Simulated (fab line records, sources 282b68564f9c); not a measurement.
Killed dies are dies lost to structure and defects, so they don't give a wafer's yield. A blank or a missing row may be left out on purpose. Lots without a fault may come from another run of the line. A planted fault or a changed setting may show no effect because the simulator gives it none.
fab line records | flow rit_cmos
record lots=14 wafers=42 last_day=7
route steps=202 shown PSD@150 M1@202
lots that met no fault: from a run of the same line without faults
start_h: hours from the record's first day to the start of the lot's first wafer shown | wait_h: hours since the lot's step before | " the same as in the row above | L1.1+2: a row that stands for several wafers | - no value, or no start given | * or withheld: withheld | < > ~ a bound
route shown NAME@n: a module of which the file shows steps, and the number in the route of the first | usual: mean/standard deviation of fault-free wafers | same: alike in all rows | chamber/n: place in a boat | sites: the reading at each site | _std_site: their standard deviation | _edge_site: outer sites' mean less inner sites' | radius_mm: how far each site lies from the wafer's centre | mask NAME#n: copy n | behind: the tool/chamber that last shaped the wafer | hold: why the lot was held/for how many hours/how that ended | device: the transistor (n, p or np) that didn't switch | end of line: the same wafers' tests at the end of the route | a step without rows: its recipe alone | killed: dies lost to structure and defects at the first sort, not the wafer's yield | map: a wafer's dies, x killed, . not, _ none there
set.NAME: the setting as run; set.NAME@STEP: as run at that earlier step | model.NAME: the simulator's own value behind a step, which no gauge read
steps of the route over a sample of lots; a table a step, a row a wafer
services: from which hour (start_h, from the record's first day; less than 0 if before it) a tool's chamber was out of use, for how many hours, and why
## steps
# step RIT_PSD_IMPLANT_08
# recipe species=BF2 energy_kev=27 dose_cm2=5e+15 tilt_deg=7
# usual beam_energy_keV=27.002/0.0094
# columns lot.wafer tool chamber start_h wait_h beam_energy_keV
L718.1 implanter-01 0 53.01 0.1 27.005
L718.3 " 0 " " 27.006
L718.6 " 0 " " 26.997
L719.1 implanter-02 0 55.49 0.1 26.979
L719.3 " 0 " " 26.981
L719.6 " 0 " " 26.992
L720.1 implanter-04 0 64.97 0.1 26.992
L720.5 " 0 " " 26.985
L720.6 " 0 " " 26.993
L722.1 implanter-04 0 71.58 0.1 27.004
L722.4 " 0 " " 27.008
L722.5 " 0 " " 27.004
L723.1 implanter-04 0 75.74 0.1 27.019
L723.4 " 0 " " 27.006
L723.5 " 0 " " 27.010
L724.1 implanter-01 0 79.99 0.1 27.006
L724.5 " 0 " " 27.021
L724.6 " 0 " " 27.017
L725.1 implanter-04 0 84.29 0.1 32.940
L725.4 " 0 " " 32.928
L725.5 " 0 " " 32.930
L727.1 implanter-04 0 100.68 0.1 32.938
L727.2 " 0 " " 32.929
L727.4 " 0 " " 32.942
L734.1 implanter-01 0 132.54 0.1 27.005
L734.4 " 0 " " 27.015
L734.6 " 0 " " 27.004
L735.1 implanter-02 0 135.70 0.1 26.993
L735.2 " 0 " " 26.983
L735.5 " 0 " " 26.995
L738.1 implanter-04 0 153.85 0.1 26.997
L738.3 " 0 " " 27.001
L738.6 " 0 " " 26.988
L739.1 implanter-04 0 155.44 0.1 26.986
L739.4 " 0 " " 26.990
L739.6 " 0 " " 26.999
L740.4 implanter-02 0 165.47 0.1 27.013
L740.5 " 0 " " 27.016
L740.6 " 0 " " 27.003
L741.2 implanter-01 0 169.92 0.1 27.005
L741.3 " 0 " " 27.004
L741.6 " 0 " " 27.006
# step RIT_PSD_TW_MEAS_10
# usual PSD_TW=3417/20
# columns lot.wafer tool chamber start_h wait_h PSD_TW
L718.1 film_metro-02 - 53.33 0.1 3414
L718.3 " - " " 3421
L718.6 " - " " 3425
L719.1 film_metro-01 - 55.81 0.1 3433
L719.3 " - " " 3405
L719.6 " - " " 3409
L720.1 film_metro-02 - 65.29 0.1 3403
L720.5 " - " " 3423
L720.6 " - " " 3412
L722.1 film_metro-01 - 71.91 0.1 3404
L722.4 " - " " 3392
L722.5 " - " " 3412
L723.1 film_metro-04 - 76.07 0.1 3410
L723.4 " - " " 3424
L723.5 " - " " 3425
L724.1 film_metro-01 - 80.31 0.1 3423
L724.5 " - " " 3414
L724.6 " - " " 3428
L725.1 film_metro-01 - 84.61 0.1 3572
L725.4 " - " " 3579
L725.5 " - " " 3578
L727.1 film_metro-01 - 101.00 0.1 3609
L727.2 " - " " 3599
L727.4 " - " " 3614
L734.1 film_metro-01 - 132.86 0.1 3432
L734.4 " - " " 3434
L734.6 " - " " 3443
L735.1 film_metro-02 - 136.03 0.1 3413
L735.2 " - " " 3447
L735.5 " - " " 3417
L738.1 film_metro-01 - 154.17 0.1 3389
L738.3 " - " " 3394
L738.6 " - " " 3412
L739.1 film_metro-02 - 155.77 0.1 3447
L739.4 " - " " 3442
L739.6 " - " " 3464
L740.4 film_metro-04 - 165.75 0.1 3389
L740.5 " - " " 3388
L740.6 " - " " 3385
L741.2 film_metro-01 - 170.23 0.1 3399
L741.3 " - " " 3395
L741.6 " - " " 3397
# step RIT_SDANNEAL_RS_MEAS_04
# recipe thk_meas_gauge=four-point-probe
# usual PSD_RS=115.6/0.32
# columns lot.wafer tool chamber start_h wait_h PSD_RS[ohm/sq]
L718.1 film_metro-01 - 53.82 0.0 115.8
L718.3 " - " " 115.4
L718.6 " - " " 115.6
L719.1 film_metro-02 - 56.50 0.0 115.9
L719.3 " - " " 115.8
L719.6 " - " " 115.4
L720.1 film_metro-01 - 65.78 0.0 115.1
L720.5 " - " " 115.1
L720.6 " - " " 115.5
L722.1 film_metro-01 - 72.43 0.0 115.6
L722.4 " - " " 115.4
L722.5 " - " " 115.6
L723.1 film_metro-02 - 76.55 0.0 115.8
L723.4 " - " " 115.7
L723.5 " - " " 115.6
L724.1 film_metro-01 - 81.18 0.0 115.7
L724.5 " - " " 115.4
L724.6 " - " " 115.7
L725.1 film_metro-04 - 85.12 0.0 104.2
L725.4 " - " " 104.0
L725.5 " - " " 104.2
L727.1 film_metro-04 - 101.54 0.0 104.1
L727.2 " - " " 104.1
L727.4 " - " " 104.1
L734.1 film_metro-01 - 133.41 0.0 115.9
L734.4 " - " " 115.4
L734.6 " - " " 115.5
L735.1 film_metro-01 - 136.52 0.0 115.3
L735.2 " - " " 115.3
L735.5 " - " " 115.2
L738.1 film_metro-02 - 154.69 0.0 116.1
L738.3 " - " " 115.6
L738.6 " - " " 116.0
L739.1 film_metro-01 - 156.29 0.0 115.2
L739.4 " - " " 115.5
L739.6 " - " " 115.5
L740.4 film_metro-01 - 166.54 0.1 115.5
L740.5 " - " " 115.2
L740.6 " - " " 115.4
L741.2 film_metro-02 - 170.97 0.1 115.9
L741.3 " - " " 115.8
L741.6 " - " " 115.7
# step RIT_M1_PROBE_99
# usual killed_at_contacts=0.1/0.32 killed_at_front_end=7/3 killed_dies=7/3.1 killed_open=3.3/1.8 killed_short=3.6/2
# same gross_dies=264 killed_at_M0_to_M3=0 killed_at_M4_up=0 killed_at_back_side=0 killed_at_other=0
# columns lot.wafer tool chamber start_h wait_h killed_at_contacts killed_at_front_end killed_dies killed_open killed_short
L727.2 prober-02 - 109.43 0.1 0 12 12 7 5
# killed by level:class
L727.2 SPACER:geometric_particle:open=4 GATE:geometric_particle:short=3 FOX2:geometric_particle:open=1 FOX2:geometric_particle:short=1 GATE:geometric_particle:open=1 SPACER:geometric_particle:short=1 SILICIDE:geometric_particle:open=1
## services
# columns tool chamber start_h hours kind
implanter-04 - 36.35 3.1 pm
implanter-02 - 65.66 1.6 repair
implanter-01 - 74.73 2.6 repair
implanter-04 - 107.55 4.1 repair
implanter-02 - 125.77 1.2 repair
implanter-02 - 160.25 4.1 pm
## key
first_sign step=RIT_PSD_IMPLANT_08 reading=beam_energy_keV direction=up sigmas=99+ usual=27.002 struck=32.935
effect step=RIT_PSD_TW_MEAS_10 reading=PSD_TW direction=up sigmas=8.6 usual=3417 struck=3592
effect step=RIT_SDANNEAL_RS_MEAS_04 reading=PSD_RS direction=down sigmas=36 usual=115.6 struck=104.1
met_at RIT_PSD_IMPLANT_08
struck_lots L725,L727
tester_left_out L725,L727
onset_between 75.74 84.29
fault kind=process_parameter_drift tool=implanter-04 chamber=- onset_h=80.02 steps=RIT_PSD_IMPLANT_08 channel=energy_kev offset=5.94 shape=step end_h=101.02 acts_in=these_recipes_only stated=27
# tester_left_out: of these lots the tester's yield and bins aren't shown, on N5 and GAA mostly nor the transistor test; their killed dies are dies lost to structure and defects alone, not to doping, threshold or leakage, so they don't give the yield
